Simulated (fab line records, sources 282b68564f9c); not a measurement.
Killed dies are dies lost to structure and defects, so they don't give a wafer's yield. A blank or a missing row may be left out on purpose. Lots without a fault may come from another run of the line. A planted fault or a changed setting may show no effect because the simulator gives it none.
Problem report in the 8D (eight disciplines) form, filled by code | flow rit_cmos | the parts of the form that need people (team, actions taken, sign-off) are left out

1. THE PROBLEM
PLDD_RS at RIT_SDANNEAL_RS_MEAS_06 reads a mean of 181.5 ohm/sq on 9 wafers of 3 lots; wafers without a fault read 178.0 ohm/sq with a standard deviation of 0.49. That is +7.1 standard deviations from the usual mean.
The step: measures by four-point-probe.
First seen on wafer L338.1, day 6 00:10, on film_metro-03. The record holds 45 wafers of 15 lots with a number at this step. Rule for "out", or "out of limits": more than 4 standard deviations from the usual mean. The other wafers with a number count as sound.

2. WHAT IT IS AND WHAT IT IS NOT
question                    | is                           | is not
which readings at this step | PLDD_RS                      | -
which lots                  | L338, L339, L340             | L325, L326, L327, L328, L331, L332, L333, L334, L337, L344, L347, L348
which wafers of those lots  | all that have a number       | -
read on which gauges        | film_metro-01, film_metro-03 | film_metro-02
when                        | from day 6 00:10             | up to then (27 sound wafers); but 9 sound wafers of L344, L347, L348 came after

3. SUSPECTS, AND WHAT RULES EACH OUT
Counting: a tool at a process step up to the reading stays a suspect if it ran every lot that is out and no sound lot after the first of them.
- the gauge at RIT_SDANNEAL_RS_MEAS_06: ruled out. The wafers that are out were read on 2 gauges (film_metro-01, film_metro-03).
- implanter-02 at RIT_PLDD_IMPLANT_08: kept. It ran every lot that is out, first L338 (day 5 17:35), and no sound lot after that; its last sound lot up to then is L337 (day 5 08:58). Its own readings are out on those wafers: beam_energy_keV.
Left after counting: implanter-02 at RIT_PLDD_IMPLANT_08.

4. THE CAUSE (what the simulator had put in)
Process parameter drift: implanter-02, from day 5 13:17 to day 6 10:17, at RIT_PLDD_IMPLANT_08. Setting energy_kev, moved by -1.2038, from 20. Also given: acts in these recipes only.
Counting left only this tool.

5. THE CHAIN OF EFFECTS, in route order
Each row: a reading whose mean over the struck wafers that have a number lies more than 3 standard deviations from the usual. Only readings for which the record gives a usual standard deviation are gone through. hours: the time from each lot's start at the first step in this table that gives one to its start at this step, as a median over the lots. sigmas: the change in usual standard deviations.
hours | step                    | reading         | usual        | on struck wafers | change | sigmas
0     | RIT_PLDD_IMPLANT_08     | beam_energy_keV | 20.000       | 18.796           | -1.204 | -99 or more
7     | RIT_SDANNEAL_RS_MEAS_06 | PLDD_RS         | 178.0 ohm/sq | 181.5            | +3.5   | +7.1
The process steps in it:
- RIT_PLDD_IMPLANT_08

6. WHAT WOULD HAVE CAUGHT IT SOONER
In this record the first reading out of limits at a measuring or inspecting step was taken at day 6 00:10, 11 hours after the fault began at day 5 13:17.
The tool's own readings at RIT_PLDD_IMPLANT_08 were out on every struck wafer that the step has a row for (beam_energy_keV): an alarm limit on them would have fired on the first of those.
Of the lots that are out (3), L340 began RIT_PLDD_IMPLANT_08 on implanter-02 after day 6 00:10. A hold on the tool at that time would have spared it.
